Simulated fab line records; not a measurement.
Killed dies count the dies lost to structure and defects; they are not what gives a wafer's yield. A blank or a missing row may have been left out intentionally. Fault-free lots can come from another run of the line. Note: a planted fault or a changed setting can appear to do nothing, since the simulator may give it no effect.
8D (eight disciplines) problem report, filled in by code	flow rit_cmos	the parts of the form that need people (team, actions taken, sign-off) are left out

1. THE PROBLEM
Wafers without a fault read 2601 nm, standard deviation 3.1; cd_nm at RIT_M1_CD_MEAS_90 reads a mean of 2582 nm on 3 wafers belonging to 2 lots. That puts it -6.1 standard deviations away from the usual mean.
The step: target cd 2600 nm.
Seen first at day 6 14:54 on cd_sem-02, wafer L649.3. Wafers with a number at this step in the record: 42, from 14 lots. The rule behind "out" and "out of limits": a value lying over 4 standard deviations away from the usual mean. The rest of the wafers with a number are treated as sound.

2. WHAT THIS IS AND IS NOT
question	is	is not
which readings at this step	cd_nm	-
which lots	L649, L651	L634, L637, L638, L639, L640, L641, L643, L644, L645, L647, L655, L656
which wafers of those lots	L649.3, L651.4, L651.5	L649.1, L649.4, L651.3
read on which gauges	cd_sem-02	cd_sem-01
when	from day 6 14:54	up to then (32 sound wafers); but 7 sound wafers of L651, L655, L656 came after

3. SUSPECTS, AND WHAT RULES EACH OUT
Counting: a tool at a process step up to the reading stays a suspect if it ran every lot that is out. Sound lots after the first of them don't rule it out here, since some wafers of a struck lot are sound.
- the gauge at RIT_M1_CD_MEAS_90 is ruled out. All the wafers that are out were read on cd_sem-02, but those of them that RIT_M1_METAL_ETCH_12 has rows for are out there too, on other tools.
- rie_metal-04 at RIT_M1_METAL_ETCH_12 (etches Al in Cl2/BCl3, stops on SiO2, time 165 s, target depth 600 nm): kept. It processed each lot that is out (first: L649, day 6 14:23); up to then, its last sound lot is L644 (day 5 16:45). On those wafers its own readings are out: rf_fwd_power_W.
- Within rie_metal-04 at RIT_M1_METAL_ETCH_12: the wafers that are out ran in chamber 0; their sound lot-mates ran in chamber 1.
Remaining after the count: rie_metal-04 at RIT_M1_METAL_ETCH_12.

4. THE CAUSE (what the simulator had put in)
rie_metal-04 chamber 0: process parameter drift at RIT_M1_METAL_ETCH_12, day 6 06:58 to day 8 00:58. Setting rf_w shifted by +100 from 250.
Only this tool survived the counting.

5. SEQUENCE OF EFFECTS, ordered by route
Each row: a reading whose mean over the struck wafers that have a number lies more than 3 standard deviations from the usual. Scope: only readings with a usual standard deviation given in the record; hours: median across lots of the time from each lot's start at the first step in this table that gives one to its start at this step; sigmas: change in usual standard deviations.
hours	step	reading	usual	on struck wafers	change	sigmas
0	RIT_M1_METAL_ETCH_12	rf_fwd_power_W	249.0 W	349.3	+100.3	+99 or more
1	RIT_M1_CD_MEAS_90	cd_nm	2601 nm	2582	-19	-6.1
Here are the process steps it includes:
- RIT_M1_METAL_ETCH_12: etches Al in Cl2/BCl3, stops on SiO2, time 165 s, target depth 600 nm.

6. WHAT WOULD HAVE CAUGHT IT SOONER
In this record the first reading out of limits at a measuring or inspecting step was taken at day 6 14:54, 8 hours after the fault began at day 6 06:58.
Tool's own readings at RIT_M1_METAL_ETCH_12, rf_fwd_power_W: out on all struck wafers the step has rows for; an alarm limit on them would have tripped on the first.
Among the 2 lots that are out, L651 began RIT_M1_METAL_ETCH_12 on rie_metal-04 after day 6 14:54. Holding the tool at that time would have saved it.
